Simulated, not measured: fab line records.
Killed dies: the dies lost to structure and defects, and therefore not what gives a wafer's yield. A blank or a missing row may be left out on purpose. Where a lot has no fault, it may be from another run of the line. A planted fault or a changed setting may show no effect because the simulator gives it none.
The tool behind it: which one? | flow berkeley-cmos170 | Sampling: 13 lots, 39 wafers, 6 of 331 route steps

== WHAT THE GAUGES READ, wafer by wafer ==
UCB170_ACTIVE_THK_MEAS_03. Usual: for ACTIVE_OXIDE_THK the level is 26.5 nm and the standard deviation is 0.4.
lot  | measured    | on            | ACTIVE_OXIDE_THK (nm) | flag
L513 | day 4 06:50 | film-metro-02 | 26.8 26.9 26.5        |
L514 | day 4 14:00 | film-metro-03 | 26.4 26.4 26.7        |
L517 | day 5 07:32 | film-metro-02 | 26.6 26.9 26.8        |
L518 | day 5 07:33 | film-metro-03 | 27.0 27.1 27.2        |
L519 | day 5 07:35 | film-metro-01 | 26.9 27.3 26.2        |
L521 | day 5 18:53 | film-metro-03 | 26.1 26.2 26.2        |
L522 | day 6 03:50 | film-metro-03 | 26.1 25.8 25.8        |
L527 | day 6 20:27 | film-metro-03 | 26.2 26.2 25.8        |
L531 | day 7 17:13 | film-metro-02 | 26.1 26.4 26.4        |
L530 | day 7 17:16 | film-metro-03 | 26.2 26.4 26.0        |
L532 | day 7 20:13 | film-metro-01 | 26.7 26.4 26.5        |
L534 | day 8 03:38 | film-metro-01 | 26.5 26.7 26.8        |
L535 | day 8 09:00 | film-metro-03 | 26.8 27.0 27.0        |

UCB170_PLDD_OVL_MEAS_07. Usual: for PLDD_OVL the level is -3 nm and the standard deviation is 5.8.
lot  | measured     | on         | PLDD_OVL (nm) | flag
L513 | day 6 13:57  | overlay-02 | -7 -1 -3      |
L514 | day 6 16:57  | overlay-02 | -3 -2 -6      |
L517 | day 7 04:52  | overlay-02 | -1 1 -5       |
L518 | day 7 04:36  | overlay-02 | -6 -8 -11     |
L519 | day 7 05:08  | overlay-02 | -1 0 5        |
L521 | day 7 21:50  | overlay-02 | -10 -6 -7     |
L522 | day 8 06:13  | overlay-01 | 5 -3 -4       |
L527 | day 9 03:28  | overlay-02 | 2 4 1         |
L531 | day 9 22:46  | overlay-01 | 0 2 4         |
L530 | day 9 23:03  | overlay-02 | -9 -7 -12     |
L532 | day 9 23:13  | overlay-02 | -4 4 7        |
L534 | day 10 06:27 | overlay-01 | -8 -16 -13    |
L535 | day 10 13:29 | overlay-01 | -8 -3 -14     |

UCB170_SILICIDE_RS_MEAS_02: a four-point-probe measurement. Usual: for SILICIDE_TI_RS the level is 25.27 ohm/sq and the standard deviation is 0.29.
lot  | measured     | on            | SILICIDE_TI_RS (ohm/sq) | flag
L513 | day 8 02:35  | film-metro-01 | 25.01 24.80 24.97       |
L514 | day 7 06:57  | film-metro-04 | 25.57 25.43 25.38       |
L517 | day 7 18:26  | film-metro-03 | 25.11 25.03 25.10       |
L518 | day 7 18:17  | film-metro-04 | 25.22 25.45 25.37       |
L519 | day 7 18:41  | film-metro-04 | 24.72 24.70 24.66       |
L521 | day 8 11:00  | film-metro-03 | 24.88 24.85 54.34       | OFF
L522 | day 8 21:22  | film-metro-04 | 25.42 25.49 25.54       |
L527 | day 9 19:47  | film-metro-03 | 25.16 25.37 25.10       |
L531 | day 10 12:34 | film-metro-04 | 25.62 25.74 25.78       |
L530 | day 10 12:48 | film-metro-01 | 25.15 25.00 25.26       |
L532 | day 10 13:26 | film-metro-01 | 25.42 25.74 25.91       |
L534 | day 10 21:28 | film-metro-01 | 25.29 25.09 25.01       |
L535 | day 11 02:44 | film-metro-04 | 25.84 25.66 25.70       |

UCB170_SILICIDE_THK_MEAS_03: measures by xrf. Usual: for SILICIDE_TI_THK the level is 31.1 nm and the standard deviation is 0.35.
lot  | measured     | on            | SILICIDE_TI_THK (nm) | flag
L513 | day 8 02:42  | film-metro-01 | 31.6 31.7 31.4       |
L514 | day 7 07:04  | film-metro-04 | 30.8 30.9 31.1       |
L517 | day 7 18:34  | film-metro-03 | 31.4 31.4 31.4       |
L518 | day 7 18:23  | film-metro-04 | 31.1 30.9 31.1       |
L519 | day 7 18:48  | film-metro-04 | 31.8 31.7 31.8       |
L521 | day 8 11:07  | film-metro-03 | 31.7 31.6 16.5       | OFF
L522 | day 8 21:28  | film-metro-04 | 30.8 30.9 30.7       |
L527 | day 9 19:55  | film-metro-03 | 31.4 31.2 31.5       |
L531 | day 10 12:41 | film-metro-04 | 30.9 30.6 30.6       |
L530 | day 10 12:55 | film-metro-01 | 31.3 31.6 31.3       |
L532 | day 10 13:34 | film-metro-01 | 30.8 30.6 30.7       |
L534 | day 10 21:35 | film-metro-01 | 31.1 31.4 31.3       |
L535 | day 11 02:50 | film-metro-04 | 30.4 30.6 30.8       |

UCB170_V1_OVL_MEAS_13. Usual: for V1_OVL the level is 2 nm and the standard deviation is 5.4.
lot  | measured     | on         | V1_OVL (nm) | flag
L513 | day 8 16:31  | overlay-02 | 9 9 7       |
L514 | day 7 22:36  | overlay-01 | 4 6 13      |
L517 | day 8 07:47  | overlay-02 | 9 8 6       |
L518 | day 8 08:07  | overlay-01 | 3 1 -3      |
L519 | day 8 08:35  | overlay-02 | 1 2 0       |
L521 | day 9 02:51  | overlay-01 | 4 -4 -2     |
L522 | day 9 16:32  | overlay-01 | 5 3 3       |
L527 | day 10 10:41 | overlay-02 | 4 1 2       |
L531 | day 11 03:59 | overlay-02 | -3 -4 -6    |
L530 | day 11 04:34 | overlay-02 | -6 -4 -7    |
L532 | day 11 03:43 | overlay-01 | 3 8 -4      |
L534 | day 11 10:49 | overlay-02 | 4 0 1       |
L535 | day 11 14:56 | overlay-02 | 6 2 4       |

== TOOL THAT RAN EACH LOT (tool first, then ch and the chambers of the sampled wafers, then the start) ==
lot  | UCB170_SILICIDE_SPUTTER_01
L513 | pvd-sputter-01, day 8 02:32
L514 | pvd-sputter-04, day 7 06:55
L517 | pvd-sputter-02, day 7 18:25
L518 | pvd-sputter-04, day 7 18:13
L519 | pvd-sputter-04, day 7 18:38
L521 | pvd-sputter-04, day 8 10:57
L522 | pvd-sputter-02, day 8 21:17
L527 | pvd-sputter-02, day 9 19:46
L531 | pvd-sputter-01, day 10 12:32
L530 | pvd-sputter-02, day 10 12:43
L532 | pvd-sputter-01, day 10 13:25
L534 | pvd-sputter-01, day 10 21:26
L535 | pvd-sputter-04, day 11 02:41
- UCB170_SILICIDE_SPUTTER_01: material Ti, target thk 30 nm, time 25.64 s.

== WHAT THE TOOLS THEMSELVES READ (means of the sampled wafers that have a number; where no wafer has one, the mark that the record gives instead) ==
UCB170_SILICIDE_SPUTTER_01. Usual: cathode-dc-power-W 1500.0 W, standard deviation 0.26; throttle-valve-pct 30.1 %, standard deviation 0.85.
lot  | tool           | cathode-dc-power-W (W) | throttle-valve-pct (%) | flag
L513 | pvd-sputter-01 | 1499.8                 | 30.7                   |
L514 | pvd-sputter-04 | 1499.9                 | 29.7                   |
L517 | pvd-sputter-02 | 1500.0                 | 31.1                   |
L518 | pvd-sputter-04 | 1500.0                 | 28.8                   |
L519 | pvd-sputter-04 | 1500.1                 | 29.8                   |
L521 | pvd-sputter-04 | 1499.9                 | 29.7                   |
L522 | pvd-sputter-02 | 1500.0                 | 31.0                   |
L527 | pvd-sputter-02 | 1499.9                 | 31.1                   |
L531 | pvd-sputter-01 | 1500.1                 | 30.4                   |
L530 | pvd-sputter-02 | 1500.0                 | 30.5                   |
L532 | pvd-sputter-01 | 1499.9                 | 30.3                   |
L534 | pvd-sputter-01 | 1499.9                 | 30.2                   |
L535 | pvd-sputter-04 | 1499.8                 | 30.2                   |

== THE ANSWER, worked out from the rows above alone ==
Rule: lot off if the mean of its wafers having a number is beyond 3 standard deviations from the usual mean. Also off: a lot with no number at a reading for which 4 or more lots have one. All remaining lots with rows at the step are treated as sound. After the gauges, taken in route order, come the tools' own readings; for these a lot's mean is taken, as printed above. The first step at which some lot is off is used, and at that step the reading that is off furthest; a lot without a number counts as furthest.
Off: L521, at UCB170_SILICIDE_RS_MEAS_02 (SILICIDE_TI_RS).
If a tool, at a process step before that reading, ran all the lots that are off and no sound lot after the first of them, it fits. Gauges at UCB170_SILICIDE_RS_MEAS_02: tried the same way as those tools. Not one of the candidates tried fits.

== WHAT THE SIMULATOR HAD INSERTED ==
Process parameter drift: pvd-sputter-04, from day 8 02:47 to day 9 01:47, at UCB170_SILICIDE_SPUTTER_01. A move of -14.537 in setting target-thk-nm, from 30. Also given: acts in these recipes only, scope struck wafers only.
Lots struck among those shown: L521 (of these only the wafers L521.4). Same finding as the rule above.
